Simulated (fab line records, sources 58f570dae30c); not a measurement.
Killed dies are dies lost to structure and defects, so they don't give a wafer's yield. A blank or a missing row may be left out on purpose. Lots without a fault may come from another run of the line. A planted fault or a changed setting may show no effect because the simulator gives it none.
Chamber matching | flow berkeley_cmos170 | UCB170_GATE_ETCH_15 on rie_si-02: 4 sister chambers
The step etches poly-Si in HBr/Cl2, stops on SiO2, time 56.3 s, target depth 278.2 nm. 14 wafers are shown with their chamber, then 7 later ones without.

WAFERS WITH THEIR CHAMBER
wafer  | chamber | drypump_motor_current_A (A) | throttle_valve_pct (%) | oes_product_au (a.u.)
L773.3 | 0       | 5.6                         | 26.81                  | 0.844
L773.4 | 1       | 6.1                         | 26.23                  | 0.822
L773.5 | 3       | 5.5                         | 26.60                  | 0.843
L780.2 | 2       | 4.9                         | 26.35                  | 0.855
L780.4 | 3       | 5.4                         | 26.61                  | 0.839
L780.5 | 2       | 4.9                         | 26.34                  | 0.856
L778.1 | 2       | 4.9                         | 26.35                  | 0.856
L778.2 | 0       | 5.6                         | 26.81                  | 0.841
L778.3 | 1       | 6.1                         | 26.14                  | 0.823
L783.3 | 2       | 4.9                         | 26.35                  | 0.850
L783.4 | 1       | 6.1                         | 26.13                  | 0.824
L783.6 | 2       | 4.9                         | 26.36                  | 0.858
L782.4 | 2       | 4.9                         | 26.36                  | 0.860
L782.5 | 3       | 5.5                         | 26.59                  | 0.851

SIGNATURES (means of the wafers above)
reading                 | chamber 0 | chamber 1 | chamber 2 | chamber 3 | scatter within a chamber
drypump_motor_current_A | 5.600     | 6.100     | 4.900     | 5.467     | 0.0258
throttle_valve_pct      | 26.8100   | 26.1667   | 26.3517   | 26.6000   | 0.0256
oes_product_au          | 0.84250   | 0.82300   | 0.85583   | 0.84433   | 0.00371
Rule: a wafer's distance from a chamber is the root of the sum, over the readings, of the square of ((its reading less the chamber's mean) divided by the reading's scatter). The wafer belongs to the nearest chamber; if the next one is less than 2 further off, it can't be placed. The scatter: the root of (the sum of the squares of (reading less its chamber's mean) over the shown wafers, divided by (wafers less chambers)).

WAFERS WITHOUT THEIR CHAMBER
wafer  | drypump_motor_current_A (A) | throttle_valve_pct (%) | oes_product_au (a.u.)
L782.6 | 6.1                         | 26.15                  | 0.840
L793.1 | 6.1                         | 26.13                  | 0.820
L793.3 | 5.5                         | 26.61                  | 0.848
L793.6 | 6.1                         | 26.13                  | 0.825
L795.3 | 5.5                         | 26.59                  | 0.842
L795.4 | 4.9                         | 26.36                  | 0.855
L795.5 | 6.1                         | 26.13                  | 0.827

WHICH CHAMBER EACH WENT THROUGH
wafer  | from the rows above | in truth
L782.6 | 1                   | 1
L793.1 | 1                   | 1
L793.3 | 3                   | 3
L793.6 | 1                   | 1
L795.3 | 3                   | 3
L795.4 | 2                   | 2
L795.5 | 1                   | 1
Placed correctly: 7 of 7. Can't be placed from these rows: 0. Placed wrongly: 0.
